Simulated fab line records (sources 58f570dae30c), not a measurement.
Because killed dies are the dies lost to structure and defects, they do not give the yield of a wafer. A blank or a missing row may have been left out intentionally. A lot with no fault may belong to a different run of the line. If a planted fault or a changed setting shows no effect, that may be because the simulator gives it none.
Which tool did it? :: flow berkeley-cmos170 :: 13 lots with 39 wafers sampled at 5 steps, on a route of 331 steps

WHAT THE GAUGES READ, wafer by wafer
UCB170_M3_RS_MEAS_02: measurement is done with a four-point probe.
lot: L387
measured: day 7 12:02
on: film-metro-01
M3_AL_RS (ohm/sq): 0.0308 0.0307 0.0306

lot: L388
measured: day 8 00:02
on: film-metro-04
M3_AL_RS (ohm/sq): 0.0305 0.0304 0.0312

lot: L389
measured: day 8 01:28
on: film-metro-04
M3_AL_RS (ohm/sq): 0.0314 0.0311 0.0310

lot: L390
measured: day 8 04:29
on: film-metro-01
M3_AL_RS (ohm/sq): 0.0310 0.0311 0.0313

lot: L391
measured: day 8 11:06
on: film-metro-04
M3_AL_RS (ohm/sq): 0.0312 0.0309 0.0308

lot: L393
measured: day 8 20:59
on: film-metro-04
M3_AL_RS (ohm/sq): 0.0304 0.0305 0.0309

lot: L394
measured: day 9 04:26
on: film-metro-02
M3_AL_RS (ohm/sq): 0.0307 0.0309 0.0304

lot: L397
measured: day 9 08:56
on: film-metro-04
M3_AL_RS (ohm/sq): 0.0302 0.0309 0.0311

lot: L396
measured: day 9 09:04
on: film-metro-01
M3_AL_RS (ohm/sq): 0.0306 0.0313 0.0314

lot: L400
measured: day 9 18:01
on: film-metro-02
M3_AL_RS (ohm/sq): 0.0304 0.0306 0.0309

lot: L399
measured: day 9 20:09
on: film-metro-04
M3_AL_RS (ohm/sq): 0.0317 0.0314 0.0318

lot: L405
measured: day 11 03:20
on: film-metro-04
M3_AL_RS (ohm/sq): 0.0308 0.0301 0.0308

lot: L410
measured: day 12 15:56
on: film-metro-04
M3_AL_RS (ohm/sq): 0.0307 0.0309 0.0310

WHICH TOOL RAN EACH LOT (tool, then ch and the chambers of the sampled wafers, then the start)
lot: L387
UCB170_V2_CMP_02: cmp-01 ch 0,2, day 7 09:15
UCB170_V2_ETCH_14: rie-diel-02 ch 0,3, day 7 11:26
UCB170_V2_STRIP_15: plasma-asher-03 ch 0,1, day 7 11:39
UCB170_M3_SPUTTER_01: pvd-sputter-02, day 7 11:54

lot: L388
UCB170_V2_CMP_02: cmp-02 ch 0,1,3, day 7 21:58
UCB170_V2_ETCH_14: rie-diel-03 ch 1,2,3, day 7 23:29
UCB170_V2_STRIP_15: plasma-asher-02 ch 0,1, day 7 23:40
UCB170_M3_SPUTTER_01: pvd-sputter-03, day 7 23:57

lot: L389
UCB170_V2_CMP_02: cmp-02 ch 0,3, day 7 22:43
UCB170_V2_ETCH_14: rie-diel-02 ch 0,1, day 8 00:55
UCB170_V2_STRIP_15: plasma-asher-02 ch 0,1, day 8 01:05
UCB170_M3_SPUTTER_01: pvd-sputter-04, day 8 01:23

lot: L390
UCB170_V2_CMP_02: cmp-02 ch 0,2,3, day 8 02:17
UCB170_V2_ETCH_14: rie-diel-01 ch 2,3, day 8 03:55
UCB170_V2_STRIP_15: plasma-asher-03 ch 0,1, day 8 04:06
UCB170_M3_SPUTTER_01: pvd-sputter-02, day 8 04:23

lot: L391
UCB170_V2_CMP_02: cmp-02 ch 1,3, day 8 08:53
UCB170_V2_ETCH_14: rie-diel-02 ch 0,1, day 8 10:32
UCB170_V2_STRIP_15: plasma-asher-03 ch 0,1, day 8 10:43
UCB170_M3_SPUTTER_01: pvd-sputter-04, day 8 11:00

lot: L393
UCB170_V2_CMP_02: cmp-02 ch 1,2, day 8 18:46
UCB170_V2_ETCH_14: rie-diel-01 ch 1,2,3, day 8 20:26
UCB170_V2_STRIP_15: plasma-asher-03 ch 0,1, day 8 20:37
UCB170_M3_SPUTTER_01: pvd-sputter-02, day 8 20:55

lot: L394
UCB170_V2_CMP_02: cmp-01 ch 0,2,3, day 9 02:04
UCB170_V2_ETCH_14: rie-diel-01 ch 0,2,3, day 9 03:53
UCB170_V2_STRIP_15: plasma-asher-03 ch 0,1, day 9 04:04
UCB170_M3_SPUTTER_01: pvd-sputter-02, day 9 04:20

lot: L397
UCB170_V2_CMP_02: cmp-01 ch 0,2,3, day 9 05:55
UCB170_V2_ETCH_14: rie-diel-01 ch 2,3, day 9 08:19
UCB170_V2_STRIP_15: plasma-asher-02 ch 0,1, day 9 08:29
UCB170_M3_SPUTTER_01: pvd-sputter-02, day 9 08:52

lot: L396
UCB170_V2_CMP_02: cmp-02 ch 0,1,2, day 9 06:12
UCB170_V2_ETCH_14: rie-diel-03 ch 0,1,3, day 9 08:31
UCB170_V2_STRIP_15: plasma-asher-03 ch 0,1, day 9 08:41
UCB170_M3_SPUTTER_01: pvd-sputter-04, day 9 08:59

lot: L400
UCB170_V2_CMP_02: cmp-02 ch 2,3, day 9 15:23
UCB170_V2_ETCH_14: rie-diel-01 ch 0,1,3, day 9 17:30
UCB170_V2_STRIP_15: plasma-asher-02 ch 0,1, day 9 17:37
UCB170_M3_SPUTTER_01: pvd-sputter-02, day 9 17:52

lot: L399
UCB170_V2_CMP_02: cmp-02 ch 0,1, day 9 17:44
UCB170_V2_ETCH_14: rie-diel-03 ch 0,1,3, day 9 19:34
UCB170_V2_STRIP_15: plasma-asher-03 ch 0,1, day 9 19:46
UCB170_M3_SPUTTER_01: pvd-sputter-03, day 9 20:02

lot: L405
UCB170_V2_CMP_02: cmp-02 ch 0,3, day 10 23:08
UCB170_V2_ETCH_14: rie-diel-03 ch 2,3, day 11 02:47
UCB170_V2_STRIP_15: plasma-asher-02 ch 0,1, day 11 02:58
UCB170_M3_SPUTTER_01: pvd-sputter-02, day 11 03:15

lot: L410
UCB170_V2_CMP_02: cmp-01 ch 0,1,2, day 12 11:35
UCB170_V2_ETCH_14: rie-diel-01 ch 0,2,3, day 12 15:19
UCB170_V2_STRIP_15: plasma-asher-03 ch 0,1, day 12 15:29
UCB170_M3_SPUTTER_01: pvd-sputter-04, day 12 15:48
- UCB170_V2_CMP_02: polishes SiO2.
- UCB170_V2_ETCH_14: etches SiO2 in CHF3/CF4/Ar, stops on Al, target depth 1250 nm, time 291 s.
- UCB170_V2_STRIP_15: strips in O2.
- UCB170_M3_SPUTTER_01: material Al, target thk 900 nm, time 123.8 s.

AS READ BY THE TOOLS THEMSELVES (means over the sampled wafers that have a number; for cases with no such wafer, the mark the record gives instead)
UCB170_V2_CMP_02.
lot: L387
tool: cmp-01
motor-current-A (A): 17.6

lot: L388
tool: cmp-02
motor-current-A (A): 17.5

lot: L389
tool: cmp-02
motor-current-A (A): 16.8

lot: L390
tool: cmp-02
motor-current-A (A): 16.5

lot: L391
tool: cmp-02
motor-current-A (A): 17.2

lot: L393
tool: cmp-02
motor-current-A (A): 17.1

lot: L394
tool: cmp-01
motor-current-A (A): 16.3

lot: L397
tool: cmp-01
motor-current-A (A): 16.9

lot: L396
tool: cmp-02
motor-current-A (A): 17.1

lot: L400
tool: cmp-02
motor-current-A (A): 16.0

lot: L399
tool: cmp-02
motor-current-A (A): 17.7

lot: L405
tool: cmp-02
motor-current-A (A): 17.3

lot: L410
tool: cmp-01
motor-current-A (A): 18.1

UCB170_V2_ETCH_14.
lot: L387
tool: rie-diel-02
drypump-motor-current-A (A): 5.98
mfc-ar-sccm (sccm): 149.7
oes-product-au (a.u.): 0.877
throttle-valve-pct (%): 7.06

lot: L388
tool: rie-diel-03
drypump-motor-current-A (A): 5.89
mfc-ar-sccm (sccm): 150.4
oes-product-au (a.u.): 0.873
throttle-valve-pct (%): 6.99

lot: L389
tool: rie-diel-02
drypump-motor-current-A (A): 5.90
mfc-ar-sccm (sccm): 150.3
oes-product-au (a.u.): 0.882
throttle-valve-pct (%): 7.03

lot: L390
tool: rie-diel-01
drypump-motor-current-A (A): 5.76
mfc-ar-sccm (sccm): 150.0
oes-product-au (a.u.): 0.879
throttle-valve-pct (%): 7.08

lot: L391
tool: rie-diel-02
drypump-motor-current-A (A): 5.97
mfc-ar-sccm (sccm): 149.7
oes-product-au (a.u.): 0.881
throttle-valve-pct (%): 7.06

lot: L393
tool: rie-diel-01
drypump-motor-current-A (A): 5.82
mfc-ar-sccm (sccm): 149.8
oes-product-au (a.u.): 0.880
throttle-valve-pct (%): 7.09

lot: L394
tool: rie-diel-01
drypump-motor-current-A (A): 5.73
mfc-ar-sccm (sccm): 150.0
oes-product-au (a.u.): 0.882
throttle-valve-pct (%): 7.01

lot: L397
tool: rie-diel-01
drypump-motor-current-A (A): 5.76
mfc-ar-sccm (sccm): 149.5
oes-product-au (a.u.): 0.877
throttle-valve-pct (%): 7.08

lot: L396
tool: rie-diel-03
drypump-motor-current-A (A): 5.82
mfc-ar-sccm (sccm): 150.0
oes-product-au (a.u.): 0.873
throttle-valve-pct (%): 7.01

lot: L400
tool: rie-diel-01
drypump-motor-current-A (A): 5.79
mfc-ar-sccm (sccm): 149.9
oes-product-au (a.u.): 0.880
throttle-valve-pct (%): 7.02

lot: L399
tool: rie-diel-03
drypump-motor-current-A (A): 5.82
mfc-ar-sccm (sccm): 149.6
oes-product-au (a.u.): 0.875
throttle-valve-pct (%): 7.01

lot: L405
tool: rie-diel-03
drypump-motor-current-A (A): 5.83
mfc-ar-sccm (sccm): 149.8
oes-product-au (a.u.): 0.881
throttle-valve-pct (%): 6.95

lot: L410
tool: rie-diel-01
drypump-motor-current-A (A): 5.74
mfc-ar-sccm (sccm): 149.8
oes-product-au (a.u.): 0.881
throttle-valve-pct (%): 7.00

UCB170_V2_STRIP_15.
lot: L387
tool: plasma-asher-03
drypump-motor-current-A (A): 5.4
oes-product-au (a.u.): 0.724
strip-time-to-endpoint-s (s): 15.34

lot: L388
tool: plasma-asher-02
drypump-motor-current-A (A): 5.6
oes-product-au (a.u.): 0.721
strip-time-to-endpoint-s (s): 15.34

lot: L389
tool: plasma-asher-02
drypump-motor-current-A (A): 5.7
oes-product-au (a.u.): 0.717
strip-time-to-endpoint-s (s): 15.24

lot: L390
tool: plasma-asher-03
drypump-motor-current-A (A): 5.4
oes-product-au (a.u.): 0.722
strip-time-to-endpoint-s (s): 15.22

lot: L391
tool: plasma-asher-03
drypump-motor-current-A (A): 5.5
oes-product-au (a.u.): 0.724
strip-time-to-endpoint-s (s): 15.44

lot: L393
tool: plasma-asher-03
drypump-motor-current-A (A): 5.5
oes-product-au (a.u.): 0.723
strip-time-to-endpoint-s (s): 15.31

lot: L394
tool: plasma-asher-03
drypump-motor-current-A (A): 5.5
oes-product-au (a.u.): 0.723
strip-time-to-endpoint-s (s): 15.37

lot: L397
tool: plasma-asher-02
drypump-motor-current-A (A): 5.7
oes-product-au (a.u.): 0.720
strip-time-to-endpoint-s (s): 15.34

lot: L396
tool: plasma-asher-03
drypump-motor-current-A (A): 5.5
oes-product-au (a.u.): 0.721
strip-time-to-endpoint-s (s): 15.17

lot: L400
tool: plasma-asher-02
drypump-motor-current-A (A): 5.7
oes-product-au (a.u.): 0.726
strip-time-to-endpoint-s (s): 15.28

lot: L399
tool: plasma-asher-03
drypump-motor-current-A (A): 5.5
oes-product-au (a.u.): 0.724
strip-time-to-endpoint-s (s): 15.15

lot: L405
tool: plasma-asher-02
drypump-motor-current-A (A): 5.6
oes-product-au (a.u.): 0.726
strip-time-to-endpoint-s (s): 15.35

lot: L410
tool: plasma-asher-03
drypump-motor-current-A (A): 5.4
oes-product-au (a.u.): 0.720
strip-time-to-endpoint-s (s): 15.52

UCB170_M3_SPUTTER_01.
lot: L387
tool: pvd-sputter-02
throttle-valve-pct (%): 29.7

lot: L388
tool: pvd-sputter-03
throttle-valve-pct (%): 30.3

lot: L389
tool: pvd-sputter-04
throttle-valve-pct (%): 28.9

lot: L390
tool: pvd-sputter-02
throttle-valve-pct (%): 29.7

lot: L391
tool: pvd-sputter-04
throttle-valve-pct (%): 30.3

lot: L393
tool: pvd-sputter-02
throttle-valve-pct (%): 29.1

lot: L394
tool: pvd-sputter-02
throttle-valve-pct (%): 29.1

lot: L397
tool: pvd-sputter-02
throttle-valve-pct (%): 32.2

lot: L396
tool: pvd-sputter-04
throttle-valve-pct (%): 30.1

lot: L400
tool: pvd-sputter-02
throttle-valve-pct (%): 29.7

lot: L399
tool: pvd-sputter-03
throttle-valve-pct (%): 30.5

lot: L405
tool: pvd-sputter-02
throttle-valve-pct (%): 28.6

lot: L410
tool: pvd-sputter-04
throttle-valve-pct (%): 29.8

THE ANSWER, worked out from the rows above alone
Rule: what is usual is taken from the lots themselves. The widest of any qualifying gaps counts: lots, ordered by their means at a reading, are off when they make up no more than a third of the lots, leave a main group of 4 or more, and stand apart from it by 3 or more times the standard deviation of that group's means. A main group whose means are all the same, to the digits that the tables above print for the reading, isn't used. A lot without any number at a reading at which 4 lots or more have one is off too. Where the step has rows for the other lots, those lots are counted as sound. First the gauges in route order, then the tools' own readings, where a lot's mean is used as printed above. The first step at which some lot is off is used, and at that step the reading that is off furthest; a lot without a number counts as furthest.
Across all readings shown, no lot is off: no conclusion can be drawn from this.

WHAT HAD BEEN PUT IN BY THE SIMULATOR
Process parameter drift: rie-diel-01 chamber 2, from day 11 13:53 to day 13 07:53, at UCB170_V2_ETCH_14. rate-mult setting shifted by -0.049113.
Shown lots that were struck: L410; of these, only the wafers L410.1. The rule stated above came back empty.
